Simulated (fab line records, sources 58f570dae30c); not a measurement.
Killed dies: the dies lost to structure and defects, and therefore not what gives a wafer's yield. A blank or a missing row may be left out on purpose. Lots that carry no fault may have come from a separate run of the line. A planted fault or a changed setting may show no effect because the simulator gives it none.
fab line records ; flow berkeley_cmos170
[record] lots = 15; wafers = 45; last_day = 12
route steps=331 shown PFIELD@87 SACOX@98 NVT@112 PVT@123
lots that met no fault: from a run of the same line without faults
start_h: hours from the record's first day to the start of the lot's first wafer shown ; wait_h: hours since the lot's step before ; " as in the row above ; L1.1+2: a single row standing in for several wafers ; - no value, or no start given ; * or withheld: withheld ; < > ~ a bound
route shown NAME@n: a module of which the file shows steps, and the number in the route of the first ; usual: mean and standard deviation over wafers with no fault ; same: alike in all rows ; chamber/n: place in a boat ; sites: the reading at each site ; _std_site: standard deviation of those values ; _edge_site: the outer-site mean with the inner-site mean subtracted ; radius_mm: for every site, how far away it sits from the centre of the wafer ; mask NAME#n: copy n ; behind: the most recent tool/chamber to have shaped the wafer ; hold: reason for holding the lot/hours on hold/outcome of the hold ; device: the n, p or np transistor that did not switch ; end of line: at the end of the route, the tests of the same wafers ; step lacking rows: just its recipe ; killed: dies lost to structure and defects at the first sort, not the wafer's yield ; map: dies across one wafer; x = killed, . = not, _ = none there
set.NAME: the setting that was run; set.NAME@STEP: the one run at that earlier step ; model.NAME: the simulator's own value behind a step, which no gauge read
the route's steps for a sample of lots (tables are steps, rows are wafers)
services: the hour from which a tool's chamber was out of use, counted from the record's first day as start_h (under 0 if before that day), plus the number of hours and why
[[steps]]
[step UCB170_PFIELD_STRIP_08]
[recipe] chemistry = O2; power_w = 400; pressure_mtorr = 3500; platen_temp_c = withheld; o2_flow_sccm = 400; overash_fraction = 0.5
[usual] drypump_motor_current_A = 5.7/0.53; oes_product_au = 0.735/0.005; strip_time_to_endpoint_s = 21.64/0.071
lot.wafer;tool;chamber;start_h;wait_h;drypump_motor_current_A;oes_product_au;rf_hours_counter_h;strip_time_to_endpoint_s
L133.3;plasma_asher-01;0;89.52;0.1;5.3;0.740;-;21.58
L133.4;plasma_asher-01;1;89.52;0.1;5.2;0.732;-;21.56
L133.6;plasma_asher-01;0;89.52;0.1;5.3;0.742;-;21.61
L135.1;plasma_asher-03;1;104.11;0.1;5.5;0.746;39;21.62
L135.2;plasma_asher-03;0;104.11;0.1;5.4;0.740;39;21.72
L135.3;plasma_asher-03;0;104.11;0.1;5.4;0.743;-;21.68
L137.1;plasma_asher-04;0;117.19;0.1;6.5;0.735;38;21.51
L137.2;plasma_asher-04;1;117.19;0.1;6.7;0.736;38;21.54
L137.4;plasma_asher-04;1;117.19;0.1;6.6;0.738;-;21.60
L138.2;plasma_asher-01;1;117.83;0.1;5.2;0.728;32;21.64
L138.5;plasma_asher-01;0;117.83;0.1;5.3;0.731;-;21.67
L138.6;plasma_asher-01;1;117.83;0.1;5.2;0.729;-;21.72
L141.1;plasma_asher-04;1;134.48;0.1;6.6;0.738;40;21.74
L141.4;plasma_asher-04;0;134.48;0.1;6.5;0.744;-;21.68
L141.6;plasma_asher-04;1;134.48;0.1;6.6;0.736;-;21.62
L139.3;plasma_asher-03;0;134.52;0.1;5.4;0.738;-;21.56
L139.4;plasma_asher-03;1;134.52;0.1;5.5;0.732;-;21.54
L139.6;plasma_asher-03;1;134.52;0.1;5.5;0.738;-;21.54
L144.3;plasma_asher-01;0;148.65;0.1;5.3;0.730;-;21.71
L144.4;plasma_asher-01;1;148.65;0.1;5.2;0.724;-;21.72
L144.6;plasma_asher-01;1;148.65;0.1;5.2;0.729;-;21.65
L147.3;plasma_asher-03;0;160.11;0.1;5.4;0.733;-;21.63
L147.5;plasma_asher-03;0;160.11;0.1;5.4;0.729;-;21.57
L147.6;plasma_asher-03;1;160.11;0.1;5.5;0.724;-;21.63
L148.4;plasma_asher-03;0;160.44;0.1;5.5;0.741;-;21.67
L148.5;plasma_asher-03;0;160.44;0.1;5.5;0.737;-;21.64
L148.6;plasma_asher-03;1;160.44;0.1;5.5;0.731;-;21.72
L146.3;plasma_asher-01;1;163.19;0.1;5.2;0.740;-;21.68
L146.4;plasma_asher-01;0;163.19;0.1;5.3;0.733;-;21.61
L146.6;plasma_asher-01;1;163.19;0.1;5.2;0.738;-;21.64
L151.1;plasma_asher-04;0;173.86;0.1;6.5;0.732;45;21.71
L151.5;plasma_asher-04;1;173.86;0.1;6.6;0.741;-;21.69
L151.6;plasma_asher-04;0;173.86;0.1;6.5;0.735;-;21.68
L153.2;plasma_asher-03;0;202.06;0.1;5.4;0.728;8;21.57
L153.3;plasma_asher-03;1;202.06;0.1;5.5;0.735;-;21.57
L153.5;plasma_asher-03;1;202.06;0.1;5.5;0.731;-;21.65
L155.1;plasma_asher-04;0;208.61;0.1;6.5;0.735;48;21.61
L155.2;plasma_asher-04;1;208.61;0.1;6.7;0.729;48;21.63
L155.6;plasma_asher-04;1;208.61;0.1;6.7;0.740;-;21.65
L156.1;plasma_asher-03;1;209.38;0.1;5.5;0.735;10;21.67
L156.3;plasma_asher-03;1;209.38;0.1;5.5;0.743;-;21.75
L156.6;plasma_asher-03;0;209.38;0.1;5.4;0.736;-;21.69
L154.1;plasma_asher-04;0;210.10;0.1;6.5;0.736;48;21.74
L154.4;plasma_asher-04;1;210.10;0.1;6.6;0.748;-;21.71
L154.6;plasma_asher-04;1;210.10;0.1;6.6;0.740;-;21.70
[step UCB170_SACOX_OXIDATION_01]
[recipe] temp_c = 900; ambient = O2; target_thk_a = 144; ox_time_s = 2400
[usual] ox_temp_c = 899.9/0.42; ox_temp_c_max = 905.5/2.5; zone_power_source_pct = 25.9/2.2
lot.wafer;tool;chamber;start_h;wait_h;ox_temp_c;ox_temp_c_max;zone_power_source_pct
L133.3;furnace-04;0;109.24;4.5;900.2;907.1;27.5
L133.4;furnace-04;0;109.24;4.5;899.3;906.2;27.2
L133.6;furnace-04;0;109.24;4.5;900.0;907.5;27.0
L135.1;furnace-04;0;123.75;5.2;899.7;906.1;27.3
L135.2;furnace-04;0;123.75;5.2;898.9;905.6;27.6
L135.3;furnace-04;0;123.75;5.2;900.3;907.3;27.6
L137.1;furnace-01;0;136.77;3.2;899.7;902.8;21.1
L137.2;furnace-01;0;136.77;3.2;900.1;902.9;21.2
L137.4;furnace-01;0;136.77;3.2;899.4;902.3;21.4
L138.2;furnace-01;0;136.77;3.2;898.9;902.6;21.3
L138.5;furnace-01;0;136.77;3.2;899.4;902.3;20.9
L138.6;furnace-01;0;136.77;3.2;899.3;901.9;21.7
L139.3;furnace-04;0;154.79;4.1;899.9;907.9;27.1
L139.4;furnace-04;0;154.79;4.1;899.2;908.2;27.3
L139.6;furnace-04;0;154.79;4.1;899.1;905.5;26.9
L141.1;furnace-04;0;154.79;4.1;899.7;907.2;27.4
L141.4;furnace-04;0;154.79;4.1;899.9;906.8;27.3
L141.6;furnace-04;0;154.79;4.1;899.9;906.6;27.4
L144.3;furnace-02;0;165.43;2.5;900.3;902.9;25.7
L144.4;furnace-02;0;165.43;2.5;899.9;903.2;25.7
L144.6;furnace-02;0;165.43;2.5;900.0;902.9;26.0
L146.3;furnace-02;0;183.85;6.8;900.0;903.4;25.2
L146.4;furnace-02;0;183.85;6.8;900.5;902.8;25.6
L146.6;furnace-02;0;183.85;6.8;900.7;902.8;26.0
L147.3;furnace-02;0;183.85;6.8;900.0;902.8;25.6
L147.5;furnace-02;0;183.85;6.8;900.3;902.6;25.5
L147.6;furnace-02;0;183.85;6.8;899.6;902.9;25.2
L148.4;furnace-02;0;183.85;6.8;899.5;902.1;25.4
L148.5;furnace-02;0;183.85;6.8;900.1;902.8;25.4
L148.6;furnace-02;0;183.85;6.8;899.7;902.6;25.5
L151.1;furnace-04;0;199.41;7.3;900.4;906.5;27.4
L151.5;furnace-04;0;199.41;7.3;899.1;907.0;26.9
L151.6;furnace-04;0;199.41;7.3;900.1;908.3;27.4
L153.2;furnace-04;-;228.38;5.1;-;-;-
L153.3;furnace-04;-;228.38;5.1;-;-;-
L153.5;furnace-04;-;228.38;5.1;-;-;-
L154.1;furnace-04;-;228.38;2.6;-;-;-
L154.4;furnace-04;-;228.38;2.6;-;-;-
L154.6;furnace-04;-;228.38;2.6;-;-;-
L155.1;furnace-04;-;228.38;5.1;-;-;-
L155.2;furnace-04;-;228.38;5.1;-;-;-
L155.6;furnace-04;-;228.38;5.1;-;-;-
L156.1;furnace-04;0;228.38;2.6;899.5;907.7;27.4
L156.3;furnace-04;0;228.38;2.6;899.8;906.6;27.3
L156.6;furnace-04;0;228.38;2.6;900.7;907.7;27.5
[step UCB170_NVT_STRIP_08]
[recipe] chemistry = O2; power_w = 400; pressure_mtorr = 3500; platen_temp_c = withheld; o2_flow_sccm = 400; overash_fraction = 0.5
[usual] drypump_motor_current_A = 5.7/0.66; oes_product_au = 0.734/0.0041; strip_time_to_endpoint_s = 21.65/0.066
lot.wafer;tool;chamber;start_h;wait_h;drypump_motor_current_A;oes_product_au;rf_hours_counter_h;strip_time_to_endpoint_s
L133.3;plasma_asher-02;0;125.50;0.1;4.7;0.745;-;21.57
L133.4;plasma_asher-02;1;125.50;0.1;5.7;0.730;-;21.54
L133.6;plasma_asher-02;1;125.50;0.1;5.7;0.730;-;21.55
L135.1;plasma_asher-02;1;136.15;0.1;5.7;0.736;41;21.56
L135.2;plasma_asher-02;0;136.15;0.1;4.7;0.734;41;21.62
L135.3;plasma_asher-02;1;136.15;0.1;5.7;0.734;-;21.60
L137.1;plasma_asher-04;0;153.34;0.1;6.5;0.739;42;21.71
L137.2;plasma_asher-04;1;153.34;0.1;6.7;0.741;42;21.68
L137.4;plasma_asher-04;1;153.34;0.1;6.6;0.732;-;21.64
L138.2;plasma_asher-03;1;153.44;0.1;5.5;0.736;4;21.73
L138.5;plasma_asher-03;0;153.44;0.1;5.5;0.737;-;21.67
L138.6;plasma_asher-03;1;153.44;0.1;5.5;0.738;-;21.70
L141.1;plasma_asher-04;1;167.26;0.1;6.7;0.734;44;21.64
L141.4;plasma_asher-04;1;167.26;0.1;6.7;0.734;-;21.72
L141.6;plasma_asher-04;0;167.26;0.1;6.5;0.740;-;21.66
L139.3;plasma_asher-04;1;168.11;0.1;6.7;0.725;-;21.62
L139.4;plasma_asher-04;0;168.11;0.1;6.5;0.727;-;21.64
L139.6;plasma_asher-04;1;168.11;0.1;6.7;0.735;-;21.59
L144.3;plasma_asher-04;1;180.38;0.1;6.7;0.731;-;21.68
L144.4;plasma_asher-04;0;180.38;0.1;6.5;0.741;-;21.72
L144.6;plasma_asher-04;0;180.38;0.1;6.5;0.730;-;21.69
L146.3;plasma_asher-02;0;203.39;0.1;4.7;0.734;-;21.65
L146.4;plasma_asher-02;1;203.39;0.1;5.7;0.738;-;21.67
L146.6;plasma_asher-02;1;203.39;0.1;5.7;0.730;-;21.66
L148.4;plasma_asher-03;1;203.50;0.1;5.5;0.730;-;21.62
L148.5;plasma_asher-03;0;203.50;0.1;5.4;0.735;-;21.60
L148.6;plasma_asher-03;1;203.50;0.1;5.5;0.735;-;21.58
L147.3;plasma_asher-02;1;203.74;0.1;5.7;0.731;-;21.61
L147.5;plasma_asher-02;1;203.74;0.1;5.7;0.730;-;21.61
L147.6;plasma_asher-02;0;203.74;0.1;4.7;0.736;-;21.60
L151.1;plasma_asher-03;0;218.97;0.1;5.5;0.737;11;21.70
L151.5;plasma_asher-03;0;218.97;0.1;5.5;0.736;-;21.73
L151.6;plasma_asher-03;1;218.97;0.1;5.5;0.739;-;21.72
L156.1;plasma_asher-03;0;243.26;0.1;5.4;0.725;15;21.75
L156.3;plasma_asher-03;1;243.26;0.1;5.5;0.735;-;21.74
L156.6;plasma_asher-03;0;243.26;0.1;5.5;0.737;-;21.70
[step UCB170_PVT_STRIP_08]
[recipe] chemistry = O2; power_w = 400; pressure_mtorr = 3500; platen_temp_c = withheld; o2_flow_sccm = 400; overash_fraction = 0.5
[usual] drypump_motor_current_A = 5.3/0.31; oes_product_au = 0.735/0.0049; strip_time_to_endpoint_s = 21.65/0.061
lot.wafer;tool;chamber;start_h;wait_h;drypump_motor_current_A;oes_product_au;rf_hours_counter_h;strip_time_to_endpoint_s
L133.3;plasma_asher-03;1;128.85;0.1;5.5;0.731;-;21.60
L133.4;plasma_asher-03;0;128.85;0.1;5.4;0.732;-;21.67
L133.6;plasma_asher-03;1;128.85;0.1;5.5;0.735;-;21.69
L135.1;plasma_asher-02;0;137.51;0.1;4.7;0.731;41;21.54
L135.2;plasma_asher-02;1;137.51;0.1;5.7;0.734;41;21.63
L135.3;plasma_asher-02;0;137.51;0.1;4.7;0.733;-;21.55
L137.1;plasma_asher-01;0;155.84;0.1;5.3;0.743;36;21.68
L137.2;plasma_asher-01;1;155.84;0.1;5.2;0.740;36;21.70
L137.4;plasma_asher-01;1;155.84;0.1;5.2;0.737;-;21.67
L138.2;plasma_asher-02;1;156.11;0.1;5.7;0.733;43;21.50
L138.5;plasma_asher-02;1;156.11;0.1;5.7;0.726;-;21.52
L138.6;plasma_asher-02;0;156.11;0.1;4.7;0.735;-;21.50
L139.3;plasma_asher-03;1;173.62;0.1;5.5;0.732;-;21.73
L139.4;plasma_asher-03;0;173.62;0.1;5.4;0.727;-;21.71
L139.6;plasma_asher-03;1;173.62;0.1;5.5;0.735;-;21.76
L141.1;plasma_asher-02;1;173.94;0.1;5.7;0.736;46;21.63
L141.4;plasma_asher-02;1;173.94;0.1;5.7;0.739;-;21.57
L141.6;plasma_asher-02;0;173.94;0.1;4.7;0.731;-;21.59
L144.3;plasma_asher-02;0;183.40;0.1;4.7;0.729;-;21.65
L144.4;plasma_asher-02;1;183.40;0.1;5.7;0.732;-;21.59
L144.6;plasma_asher-02;1;183.40;0.1;5.7;0.742;-;21.63
L146.3;plasma_asher-01;0;204.75;0.1;5.3;0.742;-;21.62
L146.4;plasma_asher-01;1;204.75;0.1;5.2;0.738;-;21.63
L146.6;plasma_asher-01;0;204.75;0.1;5.3;0.741;-;21.56
L148.4;plasma_asher-02;1;205.02;0.1;5.7;0.736;-;21.79
L148.5;plasma_asher-02;1;205.02;0.1;5.7;0.733;-;21.76
L148.6;plasma_asher-02;0;205.02;0.1;4.7;0.726;-;21.71
L147.3;plasma_asher-03;0;205.32;0.1;5.5;0.738;-;21.74
L147.5;plasma_asher-03;1;205.32;0.1;5.5;0.734;-;21.64
L147.6;plasma_asher-03;0;205.32;0.1;5.5;0.733;-;21.63
L151.1;plasma_asher-03;0;222.24;0.1;5.4;0.729;11;21.65
L151.5;plasma_asher-03;1;222.24;0.1;5.5;0.740;-;21.63
L151.6;plasma_asher-03;0;222.24;0.1;5.5;0.736;-;21.55
L156.1;plasma_asher-03;1;246.49;0.1;5.5;0.738;15;21.68
L156.3;plasma_asher-03;1;246.49;0.1;5.5;0.734;-;21.67
L156.6;plasma_asher-03;0;246.49;0.1;5.4;0.739;-;21.69
[[services]]
tool;chamber;start_h;hours;kind
furnace-01;-;94.44;3.1;pm
furnace-01;-;108.55;3.9;pm
plasma_asher-03;-;108.83;9.0;pm
plasma_asher-03;0;108.83;9.0;vent_cycle
plasma_asher-03;1;108.83;9.0;vent_cycle
plasma_asher-03;0;117.83;-;clean
plasma_asher-03;1;117.83;-;clean
plasma_asher-02;-;125.58;1.5;repair
plasma_asher-03;-;154.15;3.3;repair
plasma_asher-03;-;162.80;0.8;repair
furnace-01;-;172.64;8.9;repair
furnace-02;-;190.27;15.7;pm
plasma_asher-04;-;202.83;3.1;repair
plasma_asher-02;-;218.78;3.2;repair
plasma_asher-01;-;224.88;12.6;repair
plasma_asher-04;-;238.91;6.1;repair
[[key]]
[first_sign] step = UCB170_SACOX_OXIDATION_01; reading = tool_record; direction = missing
effect none on later readings
met_at UCB170_SACOX_OXIDATION_01
struck_lots L153,L154,L155
later_rows_left_out L153.2,L153.3,L153.5,L154.1,L154.4,L154.6,L155.1,L155.2,L155.6
sort_left_out L153.2,L153.3,L153.5,L154.1,L154.4,L154.6,L155.1,L155.2,L155.6
tester_left_out L153,L154,L155
not_acting_at UCB170_PFIELD_STRIP_08,UCB170_NVT_STRIP_08,UCB170_PVT_STRIP_08
onset_between 199.41 228.38
[fault] kind = skipped_step_whole; tool = furnace-04; chamber = -; onset_h = 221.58; steps = UCB170_SACOX_OXIDATION_01; scope = struck_lots_only
// tester_left_out: of these lots the tester's yield and bins aren't shown, on N5 and GAA mostly nor the transistor test; their killed dies are dies lost to structure and defects alone, not to doping, threshold or leakage, so they don't give the yield
// sort_left_out: the simulated sort isn't trusted on such a fault, so these wafers' sort isn't shown, and their yield isn't known
// later_rows_left_out: the simulator's readings of these wafers behind a module that went badly wrong aren't trusted and aren't shown, but for the sort
